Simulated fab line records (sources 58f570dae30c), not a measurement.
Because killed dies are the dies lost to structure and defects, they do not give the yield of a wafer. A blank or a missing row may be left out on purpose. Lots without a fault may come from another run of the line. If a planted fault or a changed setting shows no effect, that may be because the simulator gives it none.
Split-lot experiment -- flow berkeley cmos170 -- route with 331 steps; 5 lots, 23 wafers read

## THE SPLIT ITSELF
At UCB170_PWELL_CVD_05 (deposits Si3N4 from SiH2Cl2/NH3, target thk 220 nm, time 3300 s), the setting pressure mtorr was moved away from the recipe's 200 mTorr on 15 of the 23 wafers read, by -6.5% to +14.3%. The other wafers ran this setting at the recipe's value.

The reading is taken at the split's own step.

## THE READING
Si3N4_of_PWELL_CVD_05.thk nm (the simulator's own value, which no gauge read), in nm, at UCB170_PWELL_CVD_05 (deposits Si3N4 from SiH2Cl2/NH3, target thk 220 nm, time 3300 s). There is no usual value for it anywhere in the file. Across the 8 wafers here that went through the recipe, the average is 222.7 nm and the standard deviation 0.9 nm.

wafer,"tool, chamber at the split","pressure mtorr as run, mTorr",against the recipe,"Si3N4_of_PWELL_CVD_05.thk nm, nm",against lot-mates on the recipe
L075.2,"-, -",200,recipe,223.4,-
L075.3,"-, -",200,recipe,222.8,-
L075.4,"-, -",200,recipe,222.9,-
L075.5,"-, -",200,recipe,224.2,-
L075.6,"-, -",200,recipe,222.6,-
L077.1,"-, -",228.7,+14.3%,225.9,no lot-mate on the recipe
L077.2,"-, -",228.7,+14.3%,228.9,no lot-mate on the recipe
L077.3,"-, -",228.7,+14.3%,228,no lot-mate on the recipe
L077.4,"-, -",228.7,+14.3%,227.7,no lot-mate on the recipe
L077.6,"-, -",228.7,+14.3%,229,no lot-mate on the recipe
L078.1,"-, -",212.9,+6.5%,223.6,no lot-mate on the recipe
L078.2,"-, -",212.9,+6.5%,223.3,no lot-mate on the recipe
L078.3,"-, -",212.9,+6.5%,224.2,no lot-mate on the recipe
L078.4,"-, -",212.9,+6.5%,224,no lot-mate on the recipe
L078.5,"-, -",212.9,+6.5%,223.2,no lot-mate on the recipe
L081.3,"lpcvd-02, 1",200,recipe,223.1,-
L081.5,"lpcvd-02, 1",200,recipe,221.9,-
L081.6,"lpcvd-02, 1",200,recipe,221,-
L085.1,"-, -",187,-6.5%,215.1,no lot-mate on the recipe
L085.2,"-, -",187,-6.5%,215.8,no lot-mate on the recipe
L085.3,"-, -",187,-6.5%,215.4,no lot-mate on the recipe
L085.5,"-, -",187,-6.5%,216.2,no lot-mate on the recipe
L085.6,"-, -",187,-6.5%,214.2,no lot-mate on the recipe

FIT RESULTS
A straight line over all 23 wafers: Si3N4_of_PWELL_CVD_05.thk nm changes by +0.539 nm for each +1% of pressure mtorr; r = +0.92; the points scatter about the line by 1.8 nm.
Too few moved wafers with a lot-mate on the recipe to fit a line net of each lot's own level.

## THE FILE'S OWN FIT
Si3N4_of_PWELL_CVD_05.thk nm changes by +0.538 nm for each +1% of pressure mtorr, r = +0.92.
